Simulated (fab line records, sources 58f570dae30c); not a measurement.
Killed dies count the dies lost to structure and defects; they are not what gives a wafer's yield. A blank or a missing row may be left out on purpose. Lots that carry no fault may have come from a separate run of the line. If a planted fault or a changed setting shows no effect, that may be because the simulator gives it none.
Which tool did it? -- flow berkeleyCmos170 -- 42 wafers from 14 lots sampled at 5 of the route's 331 steps

## WHAT THE GAUGES SHOWED, per wafer
UCB170_NLDD_CD_MEAS_06 targets a cd of 1200 nm. Usual: cdNm 1199.5 nm, standard deviation 1.5.
lot,measured,on,cdNm (nm),flag
L363,day 7 14:45,cdSem-02,1201.2 1201.4 1200.0,
L364,day 7 14:37,cdSem-01,1200.0 1200.7 1201.1,
L366,day 8 00:27,cdSem-01,1202.8 1200.7 1200.3,
L365,day 7 23:44,cdSem-02,1198.1 1199.5 1200.3,
L368,day 8 08:19,cdSem-02,1197.7 1197.3 1197.3,
L370,day 9 09:19,cdSem-02,1200.9 1199.5 1200.2,
L377,day 10 13:08,cdSem-02,1198.3 1198.9 1199.4,
L375,day 10 12:16,cdSem-01,1201.0 1199.7 1200.7,
L379,day 11 02:54,cdSem-01,1197.0 1198.0 1198.3,
L380,day 11 02:04,cdSem-01,1199.1 1199.4 1200.4,
L381,day 11 07:49,cdSem-02,1199.9 1200.6 1201.0,
L382,day 12 03:21,cdSem-01,1197.2 1198.6 1196.8,
L384,day 12 15:23,cdSem-01,1199.0 1199.0 1199.7,
L386,day 12 21:53,cdSem-01,1200.5 1199.9 1199.5,

UCB170_NLDD_TW_MEAS_11. Usual: NLDD_TW typically reads 2201, with standard deviation 21.
lot,measured,on,NLDD_TW,flag
L363,day 7 15:18,filmMetro-01,2173 2166 2177,
L364,day 7 15:10,filmMetro-04,2234 2235 2228,
L366,day 8 01:01,filmMetro-04,2217 2198 2196,
L365,day 8 00:17,filmMetro-01,2191 2185 2200,
L368,day 8 08:52,filmMetro-02,2202 2205 2204,
L370,day 9 09:51,filmMetro-02,2089 2082 2084,OFF
L377,day 10 13:41,filmMetro-01,2188 2189 2192,
L375,day 10 12:49,filmMetro-04,2114 2104 2124,OFF
L379,day 11 03:26,filmMetro-02,2211 2192 2195,
L380,day 11 02:37,filmMetro-01,2184 2196 2203,
L381,day 11 08:22,filmMetro-01,2190 2195 2186,
L382,day 12 03:53,filmMetro-01,2171 2180 2191,
L384,day 12 15:55,filmMetro-02,2203 2201 2217,
L386,day 12 22:26,filmMetro-04,2230 2226 2223,

## EACH LOT AND THE TOOL THAT RAN IT (in order: tool; ch and the chambers of the sampled wafers; start)
lot,UCB170_ACTIVE_STRIP_16,UCB170_GATE_SOFTBAKE_08,UCB170_NLDD_IMPLANT_09
L363,"plasmaAsher-04 ch 0,1, day 5 00:32","lithoTrack-03 ch 0, day 7 14:45 or earlier","implanter-01 ch 0, day 7 15:04"
L364,"plasmaAsher-04 ch 0,1, day 5 01:15","lithoTrack-04 ch 0, day 7 14:37 or earlier","implanter-03 ch 0, day 7 14:56"
L366,"plasmaAsher-04 ch 0, day 5 07:23","lithoTrack-04 ch 0, day 8 00:27 or earlier","implanter-01 ch 0, day 8 00:46"
L365,"plasmaAsher-01 ch 0,1, day 5 07:35","lithoTrack-02 ch 0, day 7 23:44 or earlier","implanter-02 ch 0, day 8 00:02"
L368,"plasmaAsher-01 ch 0,1, day 5 15:26","lithoTrack-04 ch 0, day 8 08:19 or earlier","implanter-03 ch 0, day 8 08:37"
L370,"plasmaAsher-04 ch 0,1, day 6 21:19","lithoTrack-04 ch 0, day 9 09:19 or earlier","implanter-03 ch 0, day 9 09:38"
L377,"plasmaAsher-03 ch 0,1, day 7 22:12","lithoTrack-02 ch 0, day 10 13:08 or earlier","implanter-02 ch 0, day 10 13:26"
L375,"plasmaAsher-01 ch 0,1, day 7 22:50","lithoTrack-03 ch 0, day 10 12:16 or earlier","implanter-03 ch 0, day 10 12:34"
L379,"plasmaAsher-01 ch 0,1, day 8 06:05","lithoTrack-04 ch 0, day 11 02:54 or earlier","implanter-02 ch 0, day 11 03:13"
L380,"plasmaAsher-01 ch 0,1, day 8 06:18","lithoTrack-03 ch 0, day 11 02:04 or earlier","implanter-01 ch 0, day 11 02:23"
L381,"plasmaAsher-03 ch 0, day 8 14:31","lithoTrack-03 ch 0, day 11 07:49 or earlier","implanter-01 ch 0, day 11 08:07"
L382,"plasmaAsher-01 ch 0,1, day 9 04:09","lithoTrack-02 ch 0, day 12 03:21 or earlier","implanter-01 ch 0, day 12 03:40"
L384,"plasmaAsher-01 ch 0,1, day 9 12:46","lithoTrack-04 ch 0, day 12 15:23 or earlier","implanter-02 ch 0, day 12 15:42"
L386,"plasmaAsher-03 ch 0, day 9 22:47","lithoTrack-04 ch 0, day 12 21:53 or earlier","implanter-01 ch 0, day 12 22:11"
- UCB170_ACTIVE_STRIP_16: strips in O2.
- UCB170_GATE_SOFTBAKE_08: time 60.83 s.
- UCB170_NLDD_IMPLANT_09

## WHAT THE TOOLS THEMSELVES READ (means of the sampled wafers that have a number; where no wafer has one, the mark that the record gives instead)
UCB170_ACTIVE_STRIP_16. Usual: drypumpMotorCurrentA 5.6 A, standard deviation 0.33; oesProductAu 0.721 a.u., standard deviation 0.0047; stripTimeToEndpointS 17.95 s, standard deviation 0.11.
lot,tool,drypumpMotorCurrentA (A),oesProductAu (a.u.),stripTimeToEndpointS (s),flag
L363,plasmaAsher-04,5.8,0.724,17.84,
L364,plasmaAsher-04,5.6,0.719,17.83,
L366,plasmaAsher-04,5.5,0.719,18.03,
L365,plasmaAsher-01,5.6,0.724,17.89,
L368,plasmaAsher-01,5.9,0.719,18.06,
L370,plasmaAsher-04,5.6,0.721,17.93,
L377,plasmaAsher-03,5.3,0.720,17.93,
L375,plasmaAsher-01,5.6,0.720,17.88,
L379,plasmaAsher-01,5.6,0.722,17.86,
L380,plasmaAsher-01,5.9,0.721,18.08,
L381,plasmaAsher-03,5.2,0.717,17.87,
L382,plasmaAsher-01,5.9,0.719,17.94,
L384,plasmaAsher-01,5.6,0.719,17.93,
L386,plasmaAsher-03,5.2,0.726,18.04,

UCB170_GATE_SOFTBAKE_08. Usual: plateSensorTCentreC 131.41 C, standard deviation 0.0093; plateSensorTEdgeC 131.53 C, standard deviation 0.01.
lot,tool,plateSensorTCentreC (C),plateSensorTEdgeC (C),flag
L363,lithoTrack-03,131.40,131.53,
L364,lithoTrack-04,131.40,131.52,
L366,lithoTrack-04,131.41,131.54,
L365,lithoTrack-02,131.41,131.54,
L368,lithoTrack-04,131.40,131.53,
L370,lithoTrack-04,131.41,131.53,
L377,lithoTrack-02,131.41,131.53,
L375,lithoTrack-03,131.41,131.53,
L379,lithoTrack-04,131.41,131.53,
L380,lithoTrack-03,131.41,131.54,
L381,lithoTrack-03,131.40,131.53,
L382,lithoTrack-02,131.41,131.52,
L384,lithoTrack-04,131.40,131.53,
L386,lithoTrack-04,131.41,131.54,

UCB170_NLDD_IMPLANT_09. Usual: beamEnergyKeV 29.999, standard deviation 0.0095; rotationDeg 180.01 degrees, standard deviation 0.03.
lot,tool,beamEnergyKeV,rotationDeg (degrees),flag
L363,implanter-01,29.999,180.03,
L364,implanter-03,29.993,180.04,
L366,implanter-01,29.993,179.97,
L365,implanter-02,29.999,180.03,
L368,implanter-03,29.995,179.99,
L370,implanter-03,19.502,180.02,OFF
L377,implanter-02,29.991,179.99,
L375,implanter-03,19.506,180.01,OFF
L379,implanter-02,30.002,180.01,
L380,implanter-01,29.986,180.04,
L381,implanter-01,29.984,180.02,
L382,implanter-01,30.005,179.98,
L384,implanter-02,30.001,180.03,
L386,implanter-01,30.004,180.04,

## THE ANSWER, worked out from the rows above alone
Rule: a lot counts as off when the mean over its wafers that have a number is more than 3 standard deviations away from the usual mean. A lot without any number at a reading at which 4 lots or more have one is off too. All remaining lots with rows at the step are treated as sound. First the gauges in route order, then the tools' own readings, where a lot's mean is used as printed above. The first step at which some lot is off is used, and at that step the reading that is off furthest; a lot without a number counts as furthest.
Off: L370, L375, seen at UCB170_NLDD_TW_MEAS_11 (NLDD_TW).
If a tool, at a process step before that reading, ran all the lots that are off and no sound lot after the first of them, it fits. Not tried: the gauges at UCB170_NLDD_TW_MEAS_11; whatever is off there is also off at UCB170_NLDD_IMPLANT_09, on other tools, and gauge error can't account for it. UCB170_GATE_SOFTBAKE_08: start missing for some lots; hours and lot order therefore follow UCB170_NLDD_CD_MEAS_06. One fits: implanter-03 at UCB170_NLDD_IMPLANT_09. A fault onset in the window from L368 (day 8 08:37, its last sound lot) to L370 (day 9 09:38, its first lot off) fits.
On the lots that are off, the tool's own readings at UCB170_NLDD_IMPLANT_09 differ by more than 5 times the standard deviation of the sound lots' means, which bears it out; beamEnergyKeV reads 19.504 there versus 29.996 on the sound lots.

## WHAT THE SIMULATOR HAD PUT IN
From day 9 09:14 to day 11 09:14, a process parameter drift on implanter-03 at UCB170_NLDD_IMPLANT_09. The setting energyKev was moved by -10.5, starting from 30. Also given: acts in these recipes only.
Lots struck among those shown: L370, L375. The rule above found the same.
